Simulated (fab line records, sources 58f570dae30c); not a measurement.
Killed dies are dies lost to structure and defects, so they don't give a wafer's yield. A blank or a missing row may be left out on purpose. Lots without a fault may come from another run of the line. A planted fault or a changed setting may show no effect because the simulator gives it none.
Problem report in the 8D (eight disciplines) form, filled by code | flow berkeley_cmos170 | the parts of the form that need people (team, actions taken, sign-off) are left out

1. THE PROBLEM
SPACER_TEOS_THK at UCB170_SPACER_THK_MEAS_01 reads a mean of 242 nm on 2 wafers of 2 lots; wafers without a fault read 376 nm with a standard deviation of 4.4. That is -30 standard deviations from the usual mean.
First seen on wafer L250.5, day 9 19:05, on film_metro-04. The record holds 42 wafers of 14 lots with a number at this step. Rule for "out", or "out of limits": more than 4 standard deviations from the usual mean. The other wafers with a number count as sound.

2. WHAT IT IS AND WHAT IT IS NOT
question                    | is                           | is not
which readings at this step | SPACER_TEOS_THK              | -
which lots                  | L250, L252                   | L239, L240, L241, L244, L245, L246, L248, L253, L257, L258, L259, L260
which wafers of those lots  | L250.5, L252.3               | L250.1, L250.4, L252.1, L252.6
read on which gauges        | film_metro-02, film_metro-04 | film_metro-01
when                        | from day 9 19:05             | up to then (23 sound wafers); but 17 sound wafers of L252, L253, L257, L258, L259, L260 came after

3. SUSPECTS, AND WHAT RULES EACH OUT
Counting: a tool at a process step up to the reading stays a suspect if it ran every lot that is out. Sound lots after the first of them don't rule it out here, since some wafers of a struck lot are sound.
- the gauge at UCB170_SPACER_THK_MEAS_01: ruled out. The wafers that are out were read on 2 gauges (film_metro-02, film_metro-04).
- rie_diel-04 at UCB170_PWELL_ETCH_14 (etches Si3N4 in CH3F/Ar/O2, stops on SiO2, target depth 242 nm, time 151 s): kept. It ran every lot that is out, first L250 (day 5 20:37); its last sound lot up to then is L245 (day 5 02:01).
- pecvd-04 at UCB170_SPACER_CVD_00 (deposits SiO2 from TEOS/O2, target thk 376 nm, time 47 s): kept. It ran every lot that is out, first L250 (day 9 19:02); its last sound lot up to then is L248 (day 9 09:37).
- Within pecvd-04 at UCB170_SPACER_CVD_00: the wafers that are out ran in chamber 0; their sound lot-mates ran in chambers 1, 2.
Left after counting: rie_diel-04 at UCB170_PWELL_ETCH_14, pecvd-04 at UCB170_SPACER_CVD_00.

4. THE CAUSE (what the simulator had put in)
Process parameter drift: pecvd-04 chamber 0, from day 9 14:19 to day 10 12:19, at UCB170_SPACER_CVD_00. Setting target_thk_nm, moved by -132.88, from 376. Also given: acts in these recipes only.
Counting left 2 suspects, and this tool is among them.

5. THE CHAIN OF EFFECTS, in route order
Each row: a reading whose mean over the struck wafers that have a number lies more than 3 standard deviations from the usual. Only readings for which the record gives a usual standard deviation are gone through. hours: the time from each lot's start at the first step in this table that gives one to its start at this step, as a median over the lots. sigmas: the change in usual standard deviations.
hours | step                      | reading         | usual      | on struck wafers | change | sigmas
0     | UCB170_SPACER_THK_MEAS_01 | SPACER_TEOS_THK | 376 nm     | 242              | -134   | -30
6     | UCB170_SPACER_ETCHBACK_03 | oes_product_au  | 0.897 a.u. | 0.677            | -0.220 | -13
The process steps in it:
- UCB170_SPACER_ETCHBACK_03: etches SiO2 in CHF3/CF4/Ar, stops on Si, target depth 376 nm, time 100 s.
Later measuring or inspecting steps at which every struck wafer that the step has a row for has a number for every such reading, and none has moved that far: UCB170_M1_CD_MEAS_09.

6. WHAT WOULD HAVE CAUGHT IT SOONER
In this record the first reading out of limits at a measuring or inspecting step was taken at day 9 19:05, 5 hours after the fault began at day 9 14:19.
Of the tool readings at UCB170_SPACER_CVD_00 for which the record gives a usual standard deviation, none was out on any struck wafer, so an alarm limit of 4 standard deviations on them would not have fired.
Of the lots that are out (2), L252 began UCB170_SPACER_CVD_00 on pecvd-04 after day 9 19:05. A hold on the tool at that time would have spared it.
